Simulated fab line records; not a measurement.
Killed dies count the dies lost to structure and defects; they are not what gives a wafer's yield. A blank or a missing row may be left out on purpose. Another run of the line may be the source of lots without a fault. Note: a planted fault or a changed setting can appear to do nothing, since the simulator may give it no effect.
Split-lot trial | flow rit-cmos | on a route of 202 steps: 5 lots, 23 wafers read

## SPLIT DETAILS
At RIT_PLDD_IMPLANT_08, the setting energy-kev was moved away from the recipe's 20 on 8 of the 23 wafers read, by -5.2% to +4.0%. The other wafers ran this setting at the recipe's value.

## FROM THE SPLIT TO THE READING: what the file shows between them, 8 steps
- RIT_PLDD_STRIP_09: strips in O2, time 180 s
- RIT_PLDD_TW_MEAS_10
- RIT_SPACER_ETCHBACK_05: etches Si3N4 in SF6/CHF3, stops on SiO2, target depth 250 nm, time 240 s (also split here: rf-w)
- RIT_NSD_IMPLANT_08 (also split here: dose-cm2)
- RIT_PSD_IMPLANT_08 (also split here: dose-cm2)
- RIT_PSD_STRIP_09: strips in O2, time 180 s
- RIT_SDANNEAL_RTA_03: time 5 s
- RIT_SDANNEAL_RS_MEAS_05: measures by four-point-probe

## THE READING
Measured at RIT_SDANNEAL_RS_MEAS_06 by four-point probe: PLDD_RS, in ohm/sq. On this fab line, fault-free wafers typically give 178.6 ohm/sq with a standard deviation of 0.51 ohm/sq.

wafer  | tool, chamber at the split | energy-kev as run | against the recipe | PLDD_RS, ohm/sq | against lot-mates on the recipe
L080.3 | implanter-01, 0            | 20                | recipe             | 178.8           | -
L080.4 | implanter-01, 0            | 20                | recipe             | 179.2           | -
L080.5 | implanter-01, 0            | 20                | recipe             | 179.0           | -
L081.1 | implanter-01, 0            | 20                | recipe             | 179.1           | -
L081.2 | implanter-01, 0            | 20                | recipe             | 178.6           | -
L081.4 | implanter-01, 0            | 18.96             | -5.2%              | 182.8           | +4.0
L081.5 | implanter-01, 0            | 20                | recipe             | 178.8           | -
L081.6 | implanter-01, 0            | 18.96             | -5.2%              | 182.1           | +3.3
L082.2 | implanter-02, 0            | 20                | recipe             | 178.7           | -
L082.3 | implanter-02, 0            | 20.8              | +4.0%              | 175.3           | -3.0
L082.4 | implanter-02, 0            | 20                | recipe             | 178.0           | -
L082.5 | implanter-02, 0            | 20.8              | +4.0%              | 176.1           | -2.2
L082.6 | implanter-02, 0            | 20.8              | +4.0%              | 176.4           | -1.9
L083.1 | implanter-01, 0            | 20                | recipe             | 178.6           | -
L083.2 | implanter-01, 0            | 20                | recipe             | 178.0           | -
L083.3 | implanter-01, 0            | 20                | recipe             | 177.9           | -
L083.4 | implanter-01, 0            | 20                | recipe             | 178.5           | -
L083.6 | implanter-01, 0            | 20                | recipe             | 178.2           | -
L084.1 | implanter-01, 0            | 19.51             | -2.4%              | 180.2           | +1.3
L084.2 | implanter-01, 0            | 19.51             | -2.4%              | 180.0           | +1.1
L084.4 | implanter-01, 0            | 19.51             | -2.4%              | 180.5           | +1.6
L084.5 | implanter-01, 0            | 20                | recipe             | 178.9           | -
L084.6 | implanter-01, 0            | 20                | recipe             | 178.9           | -

FIT RESULTS
A straight line over all 23 wafers: PLDD_RS changes by -0.698 ohm/sq for each +1% of energy-kev; r = -0.97; the points scatter about the line by 0.41 ohm/sq.
The same after taking each lot's own level away (the mean of its wafers on the recipe; 23 wafers): -0.636 ohm/sq for each +1%; r = -0.98; scatter 0.33 ohm/sq.
That fit puts the effect of the largest move of energy-kev on the reading at 3.3 ohm/sq.
The span of the lots' own levels, 178.24 to 179.00 ohm/sq, comes to 1.5 times the standard deviation stated above.
Consequently the slope shifts little with the lot-to-lot level, the two slopes agreeing.
Check: for one of the wafers moved furthest among these (-5.2%), held out of the fit, the line's prediction against its lot-mates is +3.1 ohm/sq. Against them it came out at +3.97 ohm/sq.

## OTHER SPLITS APPLIED TO THESE WAFERS
These wafers also went through other splits before the reading. Each is held against what the fit with the lots' levels taken away leaves over:
other split on the same wafers | wafers away from the commonest value | r with PLDD_RS (lot level and that fit taken away)
RIT_FOX1_OXIDATION_00 temp-c   | 10                                   | +0.13
RIT_NWELL_HARDBAKE_07 temp-c   | 5                                    | +0.14
RIT_NRETRO_SOFTBAKE_02 temp-c  | 10                                   | +0.19
RIT_GATE_CVD_08 sih4-flow-sccm | 10                                   | +0.18
RIT_GATE_EXPOSE_13 dose-mj     | 8                                    | +0.28
RIT_NLDD_IMPLANT_08 energy-kev | 9                                    | +0.29
RIT_SPACER_ETCHBACK_05 rf-w    | 8                                    | +0.06
RIT_NSD_IMPLANT_08 dose-cm2    | 7                                    | -0.14
RIT_PSD_IMPLANT_08 dose-cm2    | 7                                    | +0.09

## THE WHOLE CHAIN: every reading that the file lists as answering this split, in the file's order
step                    | what it does                 | reading                                                         | change (the file's fit)                | r (the file's)
RIT_PLDD_IMPLANT_08     |                              | implant.rp-nm (the simulator's own value, which no gauge read)  | +0.136 nm for each +1% of the setting  | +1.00
RIT_PLDD_IMPLANT_08     |                              | implant.drp-nm (the simulator's own value, which no gauge read) | +0.0687 nm for each +1% of the setting | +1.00
RIT_PLDD_TW_MEAS_10     |                              | PLDD_TW                                                         | +7.4 for each +1% of the setting       | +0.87
RIT_SDANNEAL_RS_MEAS_06 | measures by four-point-probe | PLDD_RS                                                         | -0.645 for each +1% of the setting     | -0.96

## FILE'S OWN FIT
PLDD_RS changes by -0.645 ohm/sq for each +1% of energy-kev, r = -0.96.
